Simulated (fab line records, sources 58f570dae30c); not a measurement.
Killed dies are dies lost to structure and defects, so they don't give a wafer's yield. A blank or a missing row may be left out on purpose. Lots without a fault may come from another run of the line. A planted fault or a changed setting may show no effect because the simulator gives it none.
Problem report in the 8D (eight disciplines) form, filled by code | flow berkeley_cmos170 | the parts of the form that need people (team, actions taken, sign-off) are left out

1. THE PROBLEM
spin_speed_rpm at UCB170_CONTACT_COAT_10 reads a mean of 1366.0 rpm on 6 wafers of 2 lots; wafers without a fault read 1499.9 rpm with a standard deviation of 0.94. That is -99 or more standard deviations from the usual mean.
The step: resist thk 900 nm.
First seen on wafer L321.2, day 9 10:00, on litho_track-01. The record holds 42 wafers of 14 lots with a number at this step. Rule for "out", or "out of limits": more than 4 standard deviations from the usual mean. The other wafers with a number count as sound.

2. WHAT IT IS AND WHAT IT IS NOT
question                    | is                     | is not
which readings at this step | spin_speed_rpm         | dispense_pressure_kPa
which lots                  | L321, L323             | L312, L313, L314, L315, L316, L324, L325, L326, L328, L329, L330, L333
which wafers of those lots  | all that have a number | -
read on which tools         | litho_track-01         | litho_track-02, litho_track-04
when                        | from day 9 10:00       | up to then (15 sound wafers); but 21 sound wafers of L324, L325, L326, L328, L329, L330, L333 came after

3. SUSPECTS, AND WHAT RULES EACH OUT
Counting: a tool at a process step up to the reading stays a suspect if it ran every lot that is out and no sound lot after the first of them.
- litho_track-01 at UCB170_CONTACT_COAT_10 (resist thk 900 nm): kept. It ran every lot that is out, first L321 (day 9 10:00), and no sound lot after that; its last sound lot up to then is L315 (day 8 01:00). Its own readings are out on those wafers: spin_speed_rpm.
Left after counting: litho_track-01 at UCB170_CONTACT_COAT_10.

4. THE CAUSE (what the simulator had put in)
Process parameter drift: litho_track-01, from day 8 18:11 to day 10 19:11, at UCB170_CONTACT_COAT_10. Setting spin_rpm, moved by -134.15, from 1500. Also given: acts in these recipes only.
Counting left only this tool.

5. THE CHAIN OF EFFECTS, in route order
Each row: a reading whose mean over the struck wafers that have a number lies more than 3 standard deviations from the usual. Only readings for which the record gives a usual standard deviation are gone through. hours: the time from each lot's start at the first step in this table that gives one to its start at this step, as a median over the lots. sigmas: the change in usual standard deviations.
hours | step                   | reading        | usual      | on struck wafers | change | sigmas
0     | UCB170_CONTACT_COAT_10 | spin_speed_rpm | 1499.9 rpm | 1366.0           | -134.0 | -99 or more
The process steps in it:
- UCB170_CONTACT_COAT_10: resist thk 900 nm.
Later measuring or inspecting steps at which every struck wafer that the step has a row for has a number for every such reading, and none has moved that far: UCB170_M3_BOW_MEAS_20.

6. WHAT WOULD HAVE CAUGHT IT SOONER
In this record the first reading out of limits was taken at day 9 10:00, 16 hours after the fault began at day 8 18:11.
